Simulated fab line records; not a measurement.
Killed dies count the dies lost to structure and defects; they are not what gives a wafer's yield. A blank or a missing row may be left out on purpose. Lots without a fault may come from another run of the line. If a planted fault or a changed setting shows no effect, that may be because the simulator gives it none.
Split-lot experiment -- flow berkeley_cmos170 -- route with 331 steps; 5 lots, 27 wafers read

## THE SPLIT ITSELF
At UCB170_M2_METAL_ETCH_18 (etches Al in Cl2/BCl3, stops on SiO2, target depth 1170 nm, time 195 s), the setting time_s was moved away from the recipe's 195 s on 6 of the 27 wafers read, by +49.9% to +52.7%. For the rest of the wafers, this setting stayed at what the recipe calls for.

## THE PATH FROM SPLIT TO READING: the file shows 1 step between them
- UCB170_M2_STRIP_19: strips in O2

## THE READING
cd_nm (nm) at UCB170_M2_CD_MEAS_90, where the cd target is 700 nm. Typical for fault-free wafers on this fab line: 699 nm, with standard deviation 3 nm.

wafer,"tool, chamber at the split","time_s as run, s",against the recipe,"cd_nm, nm",against lot-mates on the recipe
L075.1,"rie_metal-04, 0",195,recipe,694,-
L075.2,"rie_metal-04, 1",195,recipe,695,-
L075.3,"rie_metal-04, 0",195,recipe,700,-
L075.4,"rie_metal-04, 1",195,recipe,697,-
L075.5,"rie_metal-04, 1",195,recipe,697,-
L075.6,"rie_metal-04, 0",195,recipe,699,-
L076.1,"rie_metal-03, 0",195,recipe,698,-
L076.2,"rie_metal-03, 1",292.4,+49.9%,679,-22
L076.3,"rie_metal-03, 0",195,recipe,703,-
L076.4,"rie_metal-03, 1",292.4,+49.9%,679,-22
L076.5,"rie_metal-03, 0",292.4,+49.9%,677,-24
L076.6,"rie_metal-03, 1",195,recipe,703,-
L078.1,"rie_metal-04, 0",297.8,+52.7%,674,-25
L078.2,"rie_metal-04, 1",195,recipe,700,-
L078.3,"rie_metal-04, 1",195,recipe,697,-
L078.4,"rie_metal-04, 0",297.8,+52.7%,672,-27
L078.5,"rie_metal-04, 1",297.8,+52.7%,670,-29
L078.6,"rie_metal-04, 0",195,recipe,700,-
L081.2,"rie_metal-04, 0",195,recipe,699,-
L081.3,"rie_metal-04, 0",195,recipe,697,-
L081.4,"rie_metal-04, 1",195,recipe,695,-
L083.1,"rie_metal-04, 1",195,recipe,697,-
L083.2,"rie_metal-04, 0",195,recipe,699,-
L083.3,"rie_metal-04, 1",195,recipe,697,-
L083.4,"rie_metal-04, 0",195,recipe,700,-
L083.5,"rie_metal-04, 1",195,recipe,697,-
L083.6,"rie_metal-04, 0",195,recipe,698,-

THE FIT
A straight line over all 27 wafers: cd_nm changes by -0.45 nm for each +1% of time_s; r = -0.97; the points scatter about the line by 2.5 nm.
The same after taking each lot's own level away (the mean of its wafers on the recipe; 27 wafers): -0.488 nm for each +1%; r = -0.99; scatter 1.9 nm.
According to that fit, moving time_s by its largest amount changes the reading by 26 nm.
The span of the lots' own levels, 697.0 to 701.3 nm, comes to 1.4 times the standard deviation stated above.
Consequently the slope shifts little with the lot-to-lot level, the two slopes agreeing.
Check: with one of the wafers moved furthest among these (+52.7%) left out of the fit, the line predicts -25.9 nm for it against its lot-mates. It came out at -25 nm against them.

## OTHER SPLITS ON THESE WAFERS
Before the reading, these wafers also passed through other splits. Each is held against what the fit with the lots' levels taken away leaves over:
other split on the same wafers,wafers away from the commonest value,r with cd_nm (lot level and that fit taken away)
UCB170_NWELL_ETCH_13 target_depth_a,6,+0.16
UCB170_PLDD_DEVELOP_05 develop_time_s,9,-0.14
UCB170_CONTACT_CVD_01 time_s,21,-0.21

## THE WHOLE CHAIN: every reading that the file lists as answering this split, in the file's order
step,what it does,reading,change (the file's fit),r (the file's)
UCB170_M2_METAL_ETCH_18,"etches Al in Cl2/BCl3, stops on SiO2, target depth 1170 nm, time 195 s","KrF_of_M2_COAT_10.thk_nm (the simulator's own value, which no gauge read)",-4.3 nm for each +1% of the setting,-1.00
UCB170_M2_METAL_ETCH_18,"etches Al in Cl2/BCl3, stops on SiO2, target depth 1170 nm, time 195 s","SiO2_of_V1_CVD_00.thk_nm (the simulator's own value, which no gauge read)",-0.7 nm for each +1% of the setting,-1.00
UCB170_M2_METAL_ETCH_18,"etches Al in Cl2/BCl3, stops on SiO2, target depth 1170 nm, time 195 s","M2.feature_depth_nm (the simulator's own value, which no gauge read)",+0.597 nm for each +1% of the setting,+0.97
UCB170_M2_STRIP_19,strips in O2,oes_product_au,-0.00465 a.u. for each +1% of the setting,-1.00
UCB170_M2_CD_MEAS_90,target cd 700 nm,cd_nm,-0.484 nm for each +1% of the setting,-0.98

## THE FILE'S OWN FIT
cd_nm changes by -0.484 nm for each +1% of time_s, r = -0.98.
